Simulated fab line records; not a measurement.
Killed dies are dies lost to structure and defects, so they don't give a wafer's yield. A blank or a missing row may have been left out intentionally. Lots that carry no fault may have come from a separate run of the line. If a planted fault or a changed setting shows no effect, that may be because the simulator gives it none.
Split-lot trial	flow ritCmos	on a route of 202 steps: 5 lots, 23 wafers read

== THE SPLIT ITSELF ==
At RIT_NSD_COAT_01 (resist thk 1000 nm), the setting spinRpm was moved away from the recipe's 3250 rpm on 12 of the 23 wafers read, by -3.9% to +5.3%. For the rest of the wafers, this setting stayed at what the recipe calls for.

== FROM THE SPLIT TO THE READING: what the file shows between them, 3 steps ==
- RIT_NSD_SOFTBAKE_02: time 60 s
- RIT_NSD_EXPOSE_03: exposes mask M9, target cd 40700 nm
- RIT_NSD_DEVELOP_05: develop time 50 s

== THE READING ==
NOVOLAK_of_NSD_COAT_01.thkNm (the simulator's own value, which no gauge read), in nm, at RIT_NSD_HARDBAKE_07 (time 60 s). The file gives no usual value for it. Here, 11 wafers ran the recipe; their average is 884.8 nm with a standard deviation of 3 nm.

wafer	tool, chamber at the split	spinRpm as run, rpm	against the recipe	NOVOLAK_of_NSD_COAT_01.thkNm, nm	against lot-mates on the recipe
L074.1	lithoTrack-04, 0	3250	recipe	881.7	-
L074.2	lithoTrack-04, 0	3422	+5.3%	861.7	-21.0
L074.3	lithoTrack-04, 0	3422	+5.3%	859.8	-22.9
L074.4	lithoTrack-04, 0	3422	+5.3%	857.4	-25.3
L074.5	lithoTrack-04, 0	3250	recipe	883.6	-
L077.2	lithoTrack-02, 0	3168	-2.5%	900	+12.0
L077.3	lithoTrack-02, 0	3250	recipe	889.3	-
L077.4	lithoTrack-02, 0	3250	recipe	886.7	-
L077.5	lithoTrack-02, 0	3168	-2.5%	897.7	+9.7
L077.6	lithoTrack-02, 0	3168	-2.5%	898.8	+10.8
L078.1	lithoTrack-01, 0	3250	recipe	881.7	-
L078.3	lithoTrack-01, 0	3250	recipe	882.2	-
L078.4	lithoTrack-01, 0	3153	-3.0%	895	+13.0
L078.5	lithoTrack-01, 0	3153	-3.0%	897.1	+15.1
L078.6	lithoTrack-01, 0	3153	-3.0%	894	+12.0
L082.1	lithoTrack-02, 0	3123	-3.9%	902.3	+20.1
L082.3	lithoTrack-02, 0	3123	-3.9%	902	+19.9
L082.4	lithoTrack-02, 0	3123	-3.9%	902.7	+20.6
L082.5	lithoTrack-02, 0	3250	recipe	881.5	-
L082.6	lithoTrack-02, 0	3250	recipe	882.8	-
L085.2	lithoTrack-02, 0	3250	recipe	885.9	-
L085.5	lithoTrack-02, 0	3250	recipe	888.1	-
L085.6	lithoTrack-02, 0	3250	recipe	889.2	-

FIT RESULTS
A straight line over all 23 wafers: NOVOLAK_of_NSD_COAT_01.thkNm changes by -4.61 nm for each +1% of spinRpm; r = -0.98; the points scatter about the line by 2.8 nm.
The same after taking each lot's own level away (the mean of its wafers on the recipe; 23 wafers): -4.55 nm for each +1%; r = -0.99; scatter 1.5 nm.
Per that fit: largest spinRpm move, reading shift of 24 nm.
The span of the lots' own levels, 881.95 to 888.00 nm, comes to 2.0 times the standard deviation stated above.
The two slopes agree, so the slope changes little with the lot-to-lot level.
Check: for one of the wafers moved furthest among these (+5.3%), held out of the fit, the line's prediction against its lot-mates is -24.7 nm. It came out at -21 nm against them.

== OTHER SPLITS ON THESE WAFERS ==
Note: prior to the reading, these wafers also went through further splits. Each is held against what the fit with the lots' levels taken away leaves over:
other split on the same wafers	wafers away from the commonest value	r with NOVOLAK_of_NSD_COAT_01.thkNm (lot level and that fit taken away)
RIT_PLDD_IMPLANT_08 doseCm2	7	+0.16

== THE WHOLE CHAIN: every reading that the file lists as answering this split, in the file's order ==
step	what it does	reading	change (the file's fit)	r (the file's)
RIT_NSD_COAT_01	resist thk 1000 nm	NOVOLAK_of_NSD_COAT_01.thkNm (the simulator's own value, which no gauge read)	-5.23 nm for each +1% of the setting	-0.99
RIT_NSD_HARDBAKE_07	time 60 s	NOVOLAK_of_NSD_COAT_01.thkNm (the simulator's own value, which no gauge read)	-4.58 nm for each +1% of the setting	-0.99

== FILE'S OWN FIT ==
NOVOLAK_of_NSD_COAT_01.thkNm changes by -4.58 nm for each +1% of spinRpm, r = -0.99.
